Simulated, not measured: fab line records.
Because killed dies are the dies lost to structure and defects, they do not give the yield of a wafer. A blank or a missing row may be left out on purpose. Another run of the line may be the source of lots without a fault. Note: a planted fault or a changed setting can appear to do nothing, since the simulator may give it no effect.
Which tool did it? / flow berkeley-cmos170 / 8 lots with 24 wafers sampled at 2 steps, on a route of 331 steps

## WHAT EACH GAUGE READ, for each wafer
UCB170_WELLDRIVE_THK_MEAS_02.
lot=L639; measured=day 4 10:18; on=film-metro-03; WELLDRIVE_OXIDE_THK (nm)=199 198 200
lot=L641; measured=day 4 10:20; on=film-metro-02; WELLDRIVE_OXIDE_THK (nm)=194 195 193
lot=L643; measured=day 5 05:11; on=film-metro-03; WELLDRIVE_OXIDE_THK (nm)=189 194 193
lot=L646; measured=day 5 17:51; on=film-metro-02; WELLDRIVE_OXIDE_THK (nm)=198 202 201
lot=L649; measured=day 6 14:17; on=film-metro-02; WELLDRIVE_OXIDE_THK (nm)=237 236 232
lot=L651; measured=day 6 20:43; on=film-metro-02; WELLDRIVE_OXIDE_THK (nm)=232 232 232
lot=L654; measured=day 7 05:52; on=film-metro-03; WELLDRIVE_OXIDE_THK (nm)=197 198 197
lot=L661; measured=day 8 17:49; on=film-metro-03; WELLDRIVE_OXIDE_THK (nm)=198 198 200

## WHAT TOOL EACH LOT RAN ON (gives the tool, then ch and the chambers of the sampled wafers, and finally the start)
lot=L639; UCB170_WELLDRIVE_OXIDATION_01=furnace-04 ch 0, day 4 06:40
lot=L641; UCB170_WELLDRIVE_OXIDATION_01=furnace-04 ch 0, day 4 06:40
lot=L643; UCB170_WELLDRIVE_OXIDATION_01=furnace-01 ch 0, day 5 01:41
lot=L646; UCB170_WELLDRIVE_OXIDATION_01=furnace-02 ch 0, day 5 14:21
lot=L649; UCB170_WELLDRIVE_OXIDATION_01=furnace-04 ch 0, day 6 10:47
lot=L651; UCB170_WELLDRIVE_OXIDATION_01=furnace-04 ch 0, day 6 17:12
lot=L654; UCB170_WELLDRIVE_OXIDATION_01=furnace-02 ch 0, day 7 02:21
lot=L661; UCB170_WELLDRIVE_OXIDATION_01=furnace-02 ch 0, day 8 14:19
- UCB170_WELLDRIVE_OXIDATION_01: target thk 199 nm, ox time 9000 s.

## THE ANSWER, worked out from the rows above alone
Rule: the usual values come from the lots themselves. The widest of any qualifying gaps counts: lots, ordered by their means at a reading, are off when they make up no more than a third of the lots, leave a main group of 4 or more, and stand apart from it by 3 or more times the standard deviation of that group's means. A main group whose means are all the same, to the digits that the tables above print for the reading, isn't used. A lot without any number at a reading at which 4 lots or more have one is off too. All remaining lots with rows at the step are treated as sound.
Off: L649, L651, seen at UCB170_WELLDRIVE_THK_MEAS_02 (WELLDRIVE_OXIDE_THK). The main group has a mean of 197 nm with a standard deviation of 2.9.
If a tool, at a process step before that reading, ran all the lots that are off and no sound lot after the first of them, it fits. Gauges at UCB170_WELLDRIVE_THK_MEAS_02: tried the same way as those tools. Undecided on this evidence; 2 tools fit (furnace-04 at UCB170_WELLDRIVE_OXIDATION_01, film-metro-02 at UCB170_WELLDRIVE_THK_MEAS_02).

## WHAT THE SIMULATOR PUT IN
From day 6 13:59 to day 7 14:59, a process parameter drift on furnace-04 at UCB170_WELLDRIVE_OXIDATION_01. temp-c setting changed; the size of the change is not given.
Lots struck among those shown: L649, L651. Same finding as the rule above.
